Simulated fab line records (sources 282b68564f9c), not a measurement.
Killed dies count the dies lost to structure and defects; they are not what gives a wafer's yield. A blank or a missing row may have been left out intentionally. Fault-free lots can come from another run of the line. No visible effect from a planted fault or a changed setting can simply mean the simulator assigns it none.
fab line records -- flow ritCmos
[record] lots = 6, wafers = 18, lastDay = 7
route steps=202 shown ACTIVE@1 M1@202
lots untouched by any fault: they come from a run of this same line in which no faults occurred
startH: hours from the record's opening day to when the first of the lot's shown wafers began -- waitH: hours since the lot's step before -- " as in the row above -- L1.1+2: one row covering several wafers at once -- - no value, or no start given -- * or withheld: withheld -- < > ~ a bound
route shown NAME@n: NAME is a module with steps in the file, n the number in the route of the first one -- usual: mean and standard deviation over wafers with no fault -- same: alike in all rows -- chamber/n: place in a boat -- sites: the reading at each site -- _std_site: standard deviation across them -- _edge_site: outer sites' mean less inner sites' -- radiusMm: how far each site lies from the wafer's centre -- mask NAME#n: copy n -- behind: the most recent tool/chamber to have shaped the wafer -- hold: why the lot was held/for how many hours/how that ended -- device: names the non-switching transistor (n, p or np) -- end of line: the tests these same wafers got at the end of their route -- step lacking rows: just its recipe -- killed: dies that structure and defects cost at the first sort, which is not the same as the wafer's yield -- map: a wafer's dies, marking killed ones x, the rest . and places with no die _
set.NAME: the setting the step ran with; set.NAME@STEP: the setting that earlier step ran with -- model.NAME: the simulator's own value behind a step, which no gauge read
lots seen at some steps along the route; tables by step, rows by wafer
services: a tool's chamber out of use, with start hour (startH, from the record's first day; less than 0 if before it), hours out, and reason
[[steps]]
[step RIT_ACTIVE_BOW_MEAS_00]
[recipe] mode = bow
[usual] INCOMING_BOW = -1/6.1
lot.wafer,tool,chamber,startH,waitH,INCOMING_BOW[um]
L846.1,filmMetro-01,-,10.00,-,-5
L846.3,filmMetro-01,-,10.00,-,1
L846.4,filmMetro-01,-,10.00,-,1
L850.3,filmMetro-02,-,30.04,-,-7
L850.4,filmMetro-02,-,30.04,-,4
L850.5,filmMetro-02,-,30.04,-,-4
L859.1,filmMetro-02,-,75.00,-,2
L859.5,filmMetro-02,-,75.00,-,-2
L859.6,filmMetro-02,-,75.00,-,-2
L860.1,filmMetro-02,-,80.00,-,-1
L860.3,filmMetro-02,-,80.00,-,-8
L860.4,filmMetro-02,-,80.00,-,-6
L863.2,filmMetro-02,-,95.02,-,-5
L863.3,filmMetro-02,-,95.02,-,0
L863.5,filmMetro-02,-,95.02,-,5
L868.1,filmMetro-02,-,120.00,-,-9
L868.4,filmMetro-02,-,120.00,-,-21
L868.6,filmMetro-02,-,120.00,-,-11
[step RIT_ACTIVE_OXIDATION_01]
[recipe] tempC = 1000, ambient = O2, targetThkA = 468, oxTimeS = 3360
[step RIT_ACTIVE_THK_MEAS_02]
[recipe] reads = SiO2_of_ACTIVE_OXIDATION_01
[usual] ACTIVE_OXIDE_THK = 46.9/0.9
lot.wafer,tool,chamber,startH,waitH,ACTIVE_OXIDE_THK[nm]
L846.1,filmMetro-01,-,12.05,0.0,47.2
L846.3,filmMetro-01,-,12.05,0.0,47.1
L846.4,filmMetro-01,-,12.05,0.0,47.9
L850.3,filmMetro-02,-,33.12,0.0,48.3
L850.4,filmMetro-02,-,33.12,0.0,48.2
L850.5,filmMetro-02,-,33.12,0.0,47.9
L859.1,filmMetro-02,-,77.36,0.0,48.4
L859.5,filmMetro-02,-,77.36,0.0,48.4
L859.6,filmMetro-02,-,77.36,0.0,48.7
L860.1,filmMetro-02,-,83.31,0.0,46.5
L860.3,filmMetro-02,-,83.31,0.0,45.7
L860.4,filmMetro-02,-,83.31,0.0,46.7
L863.2,filmMetro-01,-,97.55,0.0,46.8
L863.3,filmMetro-01,-,97.55,0.0,46.3
L863.5,filmMetro-01,-,97.55,0.0,47.6
L868.1,filmMetro-02,-,123.52,0.0,45.5
L868.4,filmMetro-02,-,123.52,0.0,46.9
L868.6,filmMetro-02,-,123.52,0.0,45.3
[step RIT_ACTIVE_CVD_03]
[recipe] material = Si3N4, targetThkNm = 150, tempC = 810, precursor = SiH2Cl2/NH3, timeS = 1500, pressureMtorr = 300, sih2cl2FlowSccm = 60, nh3FlowSccm = 150
[step RIT_ACTIVE_THK_MEAS_04]
[recipe] reads = Si3N4_of_ACTIVE_CVD_03
[usual] ACTIVE_NITRIDE_THK = 150.1/1.4
lot.wafer,tool,chamber,startH,waitH,ACTIVE_NITRIDE_THK[nm]
L846.1,filmMetro-02,-,13.53,0.0,151.0
L846.3,filmMetro-02,-,13.53,0.0,150.8
L846.4,filmMetro-02,-,13.53,0.0,149.7
L850.3,filmMetro-01,-,34.59,0.0,151.1
L850.4,filmMetro-01,-,34.59,0.0,151.0
L850.5,filmMetro-01,-,34.59,0.0,150.6
L859.1,filmMetro-01,-,78.92,0.0,150.1
L859.5,filmMetro-01,-,78.92,0.0,150.3
L859.6,filmMetro-01,-,78.92,0.0,150.6
L860.1,filmMetro-03,-,84.79,0.0,149.3
L860.3,filmMetro-03,-,84.79,0.0,151.7
L860.4,filmMetro-03,-,84.79,0.0,150.2
L863.2,filmMetro-02,-,99.03,0.0,153.8
L863.3,filmMetro-02,-,99.03,0.0,152.0
L863.5,filmMetro-02,-,99.03,0.0,152.4
L868.1,filmMetro-03,-,125.70,0.0,150.4
L868.4,filmMetro-03,-,125.70,0.0,149.8
L868.6,filmMetro-03,-,125.70,0.0,149.6
[step RIT_ACTIVE_HMDS_05]
[recipe] primeTimeS = 60, primeTempC = 140
[step RIT_ACTIVE_COAT_06]
[recipe] resist = NOVOLAK, spinRpm = 3250, resistThkNm = 1000
[step RIT_ACTIVE_SOFTBAKE_07]
[recipe] resist = NOVOLAK, tempC = 90, timeS = 60
[step RIT_ACTIVE_EXPOSE_08]
[recipe] maskId = M1, na = 0.6, sourceShape = conventional, sigmaOuter = 0.6, targetCdNm = 1400, doseMj = 225
[step RIT_ACTIVE_PEB_09]
[recipe] resist = NOVOLAK, tempC = withheld, timeS = withheld
[step RIT_ACTIVE_DEVELOP_10]
[recipe] resist = NOVOLAK, developTimeS = 50, devTempC = 23
lot.wafer,tool,chamber,startH,waitH
L846.1+3+4,lithoTrack-02,0,14,-
L850.3+4+5,lithoTrack-01,0,35,-
L859.1+5+6,lithoTrack-01,0,79,-
L860.1+3+4,lithoTrack-01,0,85,-
L863.2+3+5,lithoTrack-02,0,99,-
L868.1+4+6,lithoTrack-02,0,126,-
[step RIT_ACTIVE_CD_MEAS_11]
[recipe] targetCdNm = 1400
[usual] cdNm = 1400.1/1.5
lot.wafer,tool,chamber,startH,waitH,cdNm
L846.1,cdSem-01,-,14.44,-,1398.9
L846.3,cdSem-01,-,14.44,-,1398.8
L846.4,cdSem-01,-,14.44,-,1399.6
L850.3,cdSem-01,-,35.76,-,1398.5
L850.4,cdSem-01,-,35.76,-,1399.9
L850.5,cdSem-01,-,35.76,-,1398.4
L859.1,cdSem-02,-,79.95,-,1388.7
L859.5,cdSem-02,-,79.95,-,1388.8
L859.6,cdSem-02,-,79.95,-,1388.5
L860.1,cdSem-01,-,85.92,-,1385.3
L860.3,cdSem-01,-,85.92,-,1384.7
L860.4,cdSem-01,-,85.92,-,1385.3
L863.2,cdSem-02,-,100.08,-,1398.4
L863.3,cdSem-02,-,100.08,-,1398.9
L863.5,cdSem-02,-,100.08,-,1398.3
L868.1,cdSem-02,-,126.61,-,1402.7
L868.4,cdSem-02,-,126.61,-,1401.3
L868.6,cdSem-02,-,126.61,-,1401.6
[step RIT_ACTIVE_HARDBAKE_12]
[recipe] resist = NOVOLAK, tempC = 140, timeS = 60
[step RIT_ACTIVE_ETCH_13]
[recipe] stopOn = SiO2, chemistry = SF6, target = Si3N4, timeS = 210, overEtchFrac = 0.4, SF6_flow_sccm = 200, pressureMtorr = 260, rfW = 125, targetDepthA = 2100
[usual] drypumpMotorCurrentA = 5.7/0.35, oesProductAu = 0.825/0.012, rfFwdPowerW = 124.6/0.39, throttleValvePct = 7.46/0.12
lot.wafer,tool,chamber,startH,waitH,drypumpMotorCurrentA,oesProductAu,rfFwdPowerW,rfHoursCounterH,throttleValvePct,model.ACTIVE.cdNm
L846.1,rieDiel-03,3,14.71,0.1,6.5,0.812,124.6,6,7.35,1399
L846.3,rieDiel-03,1,14.71,0.1,5.9,0.831,124.9,2,7.50,1399
L846.4,rieDiel-03,0,14.71,0.1,5.7,0.821,124.7,-,7.38,1400
L850.3,rieDiel-03,1,35.99,0.1,5.9,0.834,124.8,2,7.50,1399
L850.4,rieDiel-03,2,35.99,0.1,5.6,0.835,124.6,0,7.24,1400
L850.5,rieDiel-03,0,35.99,0.1,5.7,0.827,124.5,-,7.36,1398
L859.1,rieDiel-02,0,80.22,0.1,6.2,0.804,124.0,160,7.72,1389
L859.5,rieDiel-02,3,80.22,0.1,5.8,0.841,123.9,-,7.63,1389
L859.6,rieDiel-02,0,80.22,0.1,6.2,0.810,124.6,-,7.70,1389
L860.1,rieDiel-01,2,86.23,0.1,5.6,0.841,124.8,146,7.47,1385
L860.3,rieDiel-01,3,86.23,0.1,5.3,0.824,125.0,15,7.43,1385
L860.4,rieDiel-01,0,86.23,0.1,5.8,0.832,124.6,6,7.45,1386
L863.2,rieDiel-01,0,100.33,0.1,5.8,0.840,124.2,6,7.44,1398
L863.3,rieDiel-01,2,100.33,0.1,5.5,0.850,125.1,146,7.50,1399
L863.5,rieDiel-01,2,100.33,0.1,5.6,0.856,124.7,-,7.49,1398
L868.1,rieDiel-03,0,126.88,0.1,5.7,0.815,124.6,70,7.37,1402
L868.4,rieDiel-03,3,126.88,0.1,6.5,0.811,123.7,8,7.35,1402
L868.6,rieDiel-03,1,126.88,0.1,5.9,0.822,125.0,-,7.48,1402
[step RIT_ACTIVE_STRIP_14]
[recipe] chemistry = O2, timeS = 180, resist = NOVOLAK, platenTempC = withheld, powerW = 500, pressureMtorr = 4000, o2FlowSccm = 4000
[usual] drypumpMotorCurrentA = 5.6/0.47
lot.wafer,tool,chamber,startH,waitH,drypumpMotorCurrentA,rfHoursCounterH
L846.1,plasmaAsher-04,1,14.84,0.1,5.7,38
L846.3,plasmaAsher-04,0,14.84,0.1,6.3,-
L846.4,plasmaAsher-04,1,14.84,0.1,5.7,-
L850.3,plasmaAsher-04,0,36.19,0.1,6.3,-
L850.4,plasmaAsher-04,1,36.19,0.1,5.7,-
L850.5,plasmaAsher-04,0,36.19,0.1,6.3,-
L859.1,plasmaAsher-03,0,80.36,0.1,4.8,43
L859.5,plasmaAsher-03,0,80.36,0.1,4.8,-
L859.6,plasmaAsher-03,1,80.36,0.1,5.3,-
L860.1,plasmaAsher-04,1,86.37,0.1,5.7,45
L860.3,plasmaAsher-04,0,86.37,0.1,6.3,-
L860.4,plasmaAsher-04,1,86.37,0.1,5.7,-
L863.2,plasmaAsher-01,0,100.46,0.1,5.8,31
L863.3,plasmaAsher-01,1,100.46,0.1,5.3,-
L863.5,plasmaAsher-01,1,100.46,0.1,5.4,-
L868.1,plasmaAsher-01,0,127.01,0.1,5.7,34
L868.4,plasmaAsher-01,1,127.01,0.1,5.3,-
L868.6,plasmaAsher-01,0,127.01,0.1,5.7,-
[step RIT_M1_PROBE_99]
[usual] killedAtContacts = 0.1/0.31, killedAtFrontEnd = 6.3/2.7, killedDies = 6.4/2.7, killedOpen = 3.3/2, killedShort = 3/1.8
[same] grossDies = 264, killed_at_M0_to_M3 = 0, killed_at_M4_up = 0, killedAtBackSide = 0, killedAtOther = 0
lot.wafer,tool,chamber,startH,waitH,killedAtContacts,killedAtFrontEnd,killedDies,killedOpen,killedShort
L846.1,prober-01,-,67.80,0.1,0,12,12,8,4
L846.3,prober-01,-,67.90,0.2,0,3,3,1,2
L846.4,prober-01,-,67.95,0.2,0,11,11,8,3
L850.3,prober-01,-,84.22,0.2,0,6,6,1,5
L850.4,prober-01,-,84.27,0.2,0,11,11,8,3
L850.5,prober-01,-,84.32,0.2,0,7,7,1,6
L863.2,prober-01,-,144.85,0.1,0,7,7,4,3
L863.3,prober-01,-,144.90,0.2,0,7,7,4,3
L863.5,prober-01,-,145.00,0.2,0,13,13,6,6
// killed by level:class
L846.1 FOX1:geometricParticle:open=2 GATE:geometricParticle:open=2 SPACER:geometricParticle:short=2 SPACER:geometricParticle:open=2 FOX1:geometricParticle:short=1 REOX:geometricParticle:open=1 REOX:geometricParticle:short=1 SILICIDE:geometricParticle:open=1
L846.3 FOX1:geometricParticle:short=1 GATE:geometricParticle:open=1 SPACER:geometricParticle:short=1
L846.4 GATE:geometricParticle:open=3 SPACER:geometricParticle:open=3 FOX1:geometricParticle:short=1 REOX:geometricParticle:short=1 REOX:geometricParticle:open=1 SILICIDE:geometricParticle:short=1 SILICIDE:geometricParticle:open=1
L850.3 GATE:geometricParticle:short=2 SPACER:geometricParticle:short=2 REOX:geometricParticle:short=1 SPACER:geometricParticle:open=1
L850.4 SPACER:geometricParticle:open=3 GATE:geometricParticle:open=2 REOX:geometricParticle:open=2 GATE:geometricParticle:short=1 REOX:geometricParticle:short=1 SPACER:geometricParticle:short=1 SILICIDE:geometricParticle:open=1
L850.5 GATE:geometricParticle:short=3 FOX1:geometricParticle:short=1 FOX2:geometricParticle:open=1 FOX2:geometricParticle:short=1 SPACER:geometricParticle:short=1
L863.2 GATE:geometricParticle:open=3 GATE:geometricParticle:short=2 FOX1:geometricParticle:short=1 REOX:geometricParticle:open=1
L863.3 SPACER:geometricParticle:open=2 SILICIDE:geometricParticle:open=2 FOX1:geometricParticle:short=1 GATE:geometricParticle:short=1 REOX:geometricParticle:short=1
L863.5 REOX:geometricParticle:short=3 REOX:geometricParticle:open=2 SILICIDE:geometricParticle:open=2 SILICIDE:geometricParticle:short=2 FOX1:geometricParticle:open=1 GATE:geometricParticle:open=1 GATE:geometricParticle:short=1 NWELL:coatMicrobubblePrinted=1
[[services]]
tool,chamber,startH,hours,kind
plasmaAsher-03,-,-7.98,3.2,repair
plasmaAsher-01,-,12.92,11.9,repair
rieDiel-01,2,16.12,5.0,repair
rieDiel-03,2,30.35,3.8,repair
rieDiel-01,0,33.20,5.7,repair
rieDiel-01,3,39.64,14.1,repair
plasmaAsher-04,-,68.49,0.4,repair
rieDiel-01,-,73.54,2.8,pm
rieDiel-02,3,92.04,2.6,repair
rieDiel-02,0,98.03,-,clean
rieDiel-02,0,98.03,22.5,scheduledDown
rieDiel-02,0,98.03,22.5,ventCycle
rieDiel-03,3,115.72,6.7,repair
[[key]]
[firstSign] step = RIT_ACTIVE_CD_MEAS_11, reading = cdNm, direction = down, sigmas = 8.6, usual = 1400.1, struck = 1386.9
effect none on later readings
[modelEffect] step = RIT_ACTIVE_ETCH_13, value = ACTIVE.cdNm, without = 1401, struck = 1387
metAt RIT_ACTIVE_DEVELOP_10
struckWafers L859.1,L859.5,L859.6,L860.1,L860.3,L860.4
testerLeftOut L859,L860
onsetBetween 35 79
[fault] kind = processParameterDrift, tool = lithoTrack-01, chamber = -, onsetH = 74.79, steps = RIT_ACTIVE_DEVELOP_10, channel = developTimeS, offset = *, shape = step, endH = 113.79, actsIn = *, stated = *
// testerLeftOut: of these lots the tester's yield and bins aren't shown, on N5 and GAA mostly nor the transistor test; their killed dies are dies lost to structure and defects alone, not to doping, threshold or leakage, so they don't give the yield
